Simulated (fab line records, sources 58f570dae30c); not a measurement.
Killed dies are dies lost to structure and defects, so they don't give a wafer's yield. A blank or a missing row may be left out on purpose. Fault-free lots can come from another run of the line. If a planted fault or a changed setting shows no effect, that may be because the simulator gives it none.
Split-lot study :: flow berkeley_cmos170 :: 5 lots, 23 wafers read, on a route of 331 steps

THE SPLIT
At UCB170_PWELL_COAT_08 (resist thk 900 nm), the setting resist_thk_nm was moved away from the recipe's 900 nm on 12 of the 23 wafers read, by -5.1% to +4.7%. All remaining wafers had this setting at the recipe value.

THE PATH FROM SPLIT TO READING: the file shows 1 step between them
- UCB170_PWELL_DEVELOP_12: develop time 45 s (also split here: dev_temp_c)

THE READING
KrF_of_PWELL_COAT_08.thk_nm (the simulator's own value, which no gauge read), in nm, at UCB170_PWELL_ETCH_14 (etches Si3N4 in CH3F/Ar/O2, stops on SiO2, target depth 242 nm, time 151 s). The file gives no usual value for it. Average 724.3 nm, standard deviation 2.8 nm, over the 11 wafers here run with the recipe.

wafer: L074.1
tool, chamber at the split: litho_track-03, 0
resist_thk_nm as run, nm: 900
against the recipe: recipe
KrF_of_PWELL_COAT_08.thk_nm, nm: 728.6
against lot-mates on the recipe: -

wafer: L074.2
tool, chamber at the split: litho_track-03, 0
resist_thk_nm as run, nm: 854.4
against the recipe: -5.1%
KrF_of_PWELL_COAT_08.thk_nm, nm: 681
against lot-mates on the recipe: -47.9

wafer: L074.3
tool, chamber at the split: litho_track-03, 0
resist_thk_nm as run, nm: 854.4
against the recipe: -5.1%
KrF_of_PWELL_COAT_08.thk_nm, nm: 682
against lot-mates on the recipe: -46.9

wafer: L074.4
tool, chamber at the split: litho_track-03, 0
resist_thk_nm as run, nm: 854.4
against the recipe: -5.1%
KrF_of_PWELL_COAT_08.thk_nm, nm: 685.6
against lot-mates on the recipe: -43.2

wafer: L074.6
tool, chamber at the split: litho_track-03, 0
resist_thk_nm as run, nm: 900
against the recipe: recipe
KrF_of_PWELL_COAT_08.thk_nm, nm: 729.1
against lot-mates on the recipe: -

wafer: L079.1
tool, chamber at the split: litho_track-04, 0
resist_thk_nm as run, nm: 900
against the recipe: recipe
KrF_of_PWELL_COAT_08.thk_nm, nm: 723.9
against lot-mates on the recipe: -

wafer: L079.2
tool, chamber at the split: litho_track-04, 0
resist_thk_nm as run, nm: 900
against the recipe: recipe
KrF_of_PWELL_COAT_08.thk_nm, nm: 723.6
against lot-mates on the recipe: -

wafer: L079.3
tool, chamber at the split: litho_track-04, 0
resist_thk_nm as run, nm: 886.4
against the recipe: -1.5%
KrF_of_PWELL_COAT_08.thk_nm, nm: 708.1
against lot-mates on the recipe: -15.6

wafer: L079.5
tool, chamber at the split: litho_track-04, 0
resist_thk_nm as run, nm: 886.4
against the recipe: -1.5%
KrF_of_PWELL_COAT_08.thk_nm, nm: 707.3
against lot-mates on the recipe: -16.5

wafer: L079.6
tool, chamber at the split: litho_track-04, 0
resist_thk_nm as run, nm: 886.4
against the recipe: -1.5%
KrF_of_PWELL_COAT_08.thk_nm, nm: 714.1
against lot-mates on the recipe: -9.6

wafer: L081.1
tool, chamber at the split: litho_track-02, 0
resist_thk_nm as run, nm: 942.2
against the recipe: +4.7%
KrF_of_PWELL_COAT_08.thk_nm, nm: 770
against lot-mates on the recipe: +45.3

wafer: L081.2
tool, chamber at the split: litho_track-02, 0
resist_thk_nm as run, nm: 900
against the recipe: recipe
KrF_of_PWELL_COAT_08.thk_nm, nm: 722.6
against lot-mates on the recipe: -

wafer: L081.3
tool, chamber at the split: litho_track-02, 0
resist_thk_nm as run, nm: 942.2
against the recipe: +4.7%
KrF_of_PWELL_COAT_08.thk_nm, nm: 773
against lot-mates on the recipe: +48.3

wafer: L081.5
tool, chamber at the split: litho_track-02, 0
resist_thk_nm as run, nm: 942.2
against the recipe: +4.7%
KrF_of_PWELL_COAT_08.thk_nm, nm: 765.9
against lot-mates on the recipe: +41.2

wafer: L081.6
tool, chamber at the split: litho_track-02, 0
resist_thk_nm as run, nm: 900
against the recipe: recipe
KrF_of_PWELL_COAT_08.thk_nm, nm: 726.8
against lot-mates on the recipe: -

wafer: L083.2
tool, chamber at the split: litho_track-03, 0
resist_thk_nm as run, nm: 900
against the recipe: recipe
KrF_of_PWELL_COAT_08.thk_nm, nm: 720.5
against lot-mates on the recipe: -

wafer: L083.3
tool, chamber at the split: litho_track-03, 0
resist_thk_nm as run, nm: 920.6
against the recipe: +2.3%
KrF_of_PWELL_COAT_08.thk_nm, nm: 751.4
against lot-mates on the recipe: +31.0

wafer: L083.4
tool, chamber at the split: litho_track-03, 0
resist_thk_nm as run, nm: 920.6
against the recipe: +2.3%
KrF_of_PWELL_COAT_08.thk_nm, nm: 750.3
against lot-mates on the recipe: +29.9

wafer: L083.5
tool, chamber at the split: litho_track-03, 0
resist_thk_nm as run, nm: 920.6
against the recipe: +2.3%
KrF_of_PWELL_COAT_08.thk_nm, nm: 748.9
against lot-mates on the recipe: +28.5

wafer: L083.6
tool, chamber at the split: litho_track-03, 0
resist_thk_nm as run, nm: 900
against the recipe: recipe
KrF_of_PWELL_COAT_08.thk_nm, nm: 720.2
against lot-mates on the recipe: -

wafer: L085.4
tool, chamber at the split: litho_track-02, 0
resist_thk_nm as run, nm: 900
against the recipe: recipe
KrF_of_PWELL_COAT_08.thk_nm, nm: 724.1
against lot-mates on the recipe: -

wafer: L085.5
tool, chamber at the split: litho_track-02, 0
resist_thk_nm as run, nm: 900
against the recipe: recipe
KrF_of_PWELL_COAT_08.thk_nm, nm: 724.9
against lot-mates on the recipe: -

wafer: L085.6
tool, chamber at the split: litho_track-02, 0
resist_thk_nm as run, nm: 900
against the recipe: recipe
KrF_of_PWELL_COAT_08.thk_nm, nm: 723.2
against lot-mates on the recipe: -

FIT RESULTS
A straight line over all 23 wafers: KrF_of_PWELL_COAT_08.thk_nm changes by +9.12 nm for each +1% of resist_thk_nm; r = +0.99; the points scatter about the line by 3.5 nm.
The same after taking each lot's own level away (the mean of its wafers on the recipe; 23 wafers): +9.65 nm for each +1%; r = +0.99; scatter 3.4 nm.
According to that fit, moving resist_thk_nm by its largest amount changes the reading by 49 nm.
Measured against the standard deviation above, the lots' own levels, which go from 720.35 to 728.85 nm, span 3.1 times it.
So the lot-to-lot level changes the slope little: the two slopes agree.
Check: for one of the wafers moved furthest among these (-5.1%), held out of the fit, the line's prediction against its lot-mates is -47.4 nm. Against them it came out at -47.9 nm.

THESE WAFERS: OTHER SPLITS
Before the reading, these wafers also passed through other splits. Each is held against what the fit with the lots' levels taken away leaves over:
other split on the same wafers: UCB170_ZERO_STRIP_07 o2_flow_sccm
wafers away from the commonest value: 12
r with KrF_of_PWELL_COAT_08.thk_nm (lot level and that fit taken away): +0.01

other split on the same wafers: UCB170_PWELL_DEVELOP_12 dev_temp_c
wafers away from the commonest value: 4
r with KrF_of_PWELL_COAT_08.thk_nm (lot level and that fit taken away): -0.01

THE WHOLE CHAIN: every reading that the file lists as answering this split, in the file's order
step: UCB170_PWELL_COAT_08
what it does: resist thk 900 nm
reading: KrF_of_PWELL_COAT_08.thk_nm (the simulator's own value, which no gauge read)
change (the file's fit): +9.4 nm for each +1% of the setting
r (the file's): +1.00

step: UCB170_PWELL_ETCH_14
what it does: etches Si3N4 in CH3F/Ar/O2, stops on SiO2, target depth 242 nm, time 151 s
reading: KrF_of_PWELL_COAT_08.thk_nm (the simulator's own value, which no gauge read)
change (the file's fit): +9.65 nm for each +1% of the setting
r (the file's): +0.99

step: UCB170_PWELL_STRIP_16
what it does: strips in O2
reading: strip_time_to_endpoint_s
change (the file's fit): withheld for each +1% of the setting
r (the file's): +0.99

FILE'S OWN FIT
KrF_of_PWELL_COAT_08.thk_nm changes by +9.65 nm for each +1% of resist_thk_nm, r = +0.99.
